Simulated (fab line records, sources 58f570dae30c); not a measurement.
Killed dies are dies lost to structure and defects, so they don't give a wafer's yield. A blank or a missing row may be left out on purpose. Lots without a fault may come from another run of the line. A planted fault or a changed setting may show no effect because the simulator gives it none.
Which tool did it? | flow berkeley_cmos170 | 6 lots, 18 wafers sampled, at 1 step of a route of 331

WHAT THE GAUGES READ, wafer by wafer
UCB170_ACTIVE_THK_MEAS_06.
lot  | measured    | on            | ACTIVE_NITRIDE_THK (nm)
L979 | day 5 09:44 | film_metro-03 | 223.0 223.1 222.7
L980 | day 5 14:18 | film_metro-04 | 220.0 222.8 221.8
L982 | day 5 22:40 | film_metro-04 | 217.8 218.4 219.9
L985 | day 6 14:13 | film_metro-04 | 220.7 221.3 221.8
L991 | day 7 23:55 | film_metro-01 | 223.7 225.1 222.3
L997 | day 9 07:31 | film_metro-03 | 223.2 222.2 222.2

WHICH TOOL RAN EACH LOT (tool, then ch and the chambers of the sampled wafers, then the start)
The record holds no process step before these readings.

THE ANSWER, worked out from the rows above alone
Rule: what is usual is taken from the lots themselves. Put in order of their means at a reading, lots are off if they are a third of the lots or fewer, leave a main group of 4 or more, and stand apart from it by a gap of 3 or more times the standard deviation of the main group's means; of several such gaps the widest counts. A main group whose means are all the same, to the digits that the tables above print for the reading, isn't used. A lot without any number at a reading at which 4 lots or more have one is off too. The other lots that the step has rows for count as sound.
No lot is off at any reading shown: from this, nothing can be told.

WHAT THE SIMULATOR HAD PUT IN
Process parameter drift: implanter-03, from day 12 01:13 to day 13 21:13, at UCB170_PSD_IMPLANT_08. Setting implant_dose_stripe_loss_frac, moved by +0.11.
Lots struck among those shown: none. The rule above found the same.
